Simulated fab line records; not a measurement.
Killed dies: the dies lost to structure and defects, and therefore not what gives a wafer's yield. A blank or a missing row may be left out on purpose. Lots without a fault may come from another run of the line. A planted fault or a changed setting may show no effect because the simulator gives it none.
One fault through the eyes of 2 desks | flow berkeley-cmos170 | only its own numbers are on each desk; what lay behind them is given at the end

FOR THE TOOL OWNER'S DESK: implanter-04
The tool's own readings at UCB170_PVT_IMPLANT_07: means of the sampled wafers that have a number, for each lot that ran on this tool. If a lot's mean is further than 4 standard deviations from the usual mean, the lot is out of limits and carries the mark OUT (the distance appears in the brackets).
Columns: A = dose-ions-cm2 at UCB170_PVT_IMPLANT_07, usual 2e+12; B = faraday-current-uA at UCB170_PVT_IMPLANT_07, usual 6.32
lot  | first seen here | A                       | B
L777 | day 6 19:56     | 2e+12                   | 6.35
L781 | day 7 09:25     | 2e+12                   | 6.35
L782 | day 8 00:48     | 2e+12                   | 6.26
L787 | day 8 21:31     | 2e+12                   | 6.30
L789 | day 9 04:14     | 2e+12                   | 6.30
L790 | day 9 15:58     | 2e+12                   | 6.19
L797 | day 10 21:57    | 1e+12 (-99 or more) OUT | 3.48 (-22) OUT
L799 | day 11 07:37    | 1e+12 (-99 or more) OUT | 3.41 (-22) OUT
This desk's finding: out of limits on L797, L799; first on L797, day 10 21:57 (dose-ions-cm2 at UCB170_PVT_IMPLANT_07). L777, L781, L782, L787, L789, L790: within limits.

METROLOGY DESK
Means of the sampled wafers that have a number, per lot and without regard to the tool the lot ran on: this is what the gauges read. If a lot's mean is further than 4 standard deviations from the usual mean, the lot is out of limits and carries the mark OUT (the distance appears in the brackets).
Columns: A = PVT_TW at UCB170_PVT_TW_MEAS_09, usual 515
lot  | first seen here | A
L777 | day 6 20:10     | 521
L778 | day 7 09:14     | 521
L781 | day 7 09:38     | 506
L779 | day 7 09:52     | 504
L780 | day 7 10:09     | 521
L782 | day 8 01:03     | 517
L786 | day 8 21:14     | 516
L787 | day 8 21:45     | 518
L789 | day 9 04:28     | 505
L788 | day 9 04:52     | 520
L790 | day 9 16:11     | 517
L797 | day 10 22:10    | 427 (-16) OUT
L799 | day 11 07:52    | 423 (-16) OUT
L800 | day 11 08:00    | 524
This desk finds L797, L799 out of limits, with the earliest case on L797 at day 10 22:10 (PVT_TW at UCB170_PVT_TW_MEAS_09). L777, L778, L781, L779, L780, L782, L786, L787, L789, L788, L790, L800: within limits.

BROUGHT TOGETHER
An alarm could have come from the tool owner's desk at day 10 21:57, on L797, L799.
An alarm was possible from the metrology desk at day 10 22:10, on L797, L799.
Of the lots named, all ran UCB170_PVT_IMPLANT_07 on implanter-04.

WHAT WAS PUT IN BY THE SIMULATOR
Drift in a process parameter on implanter-04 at UCB170_PVT_IMPLANT_07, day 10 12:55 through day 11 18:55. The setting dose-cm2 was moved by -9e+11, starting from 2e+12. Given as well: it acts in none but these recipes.
Lots struck among those shown: L797, L799.
Fault start to first reading out of limits, in hours, per desk: tool owner, 9; metrology, 9.
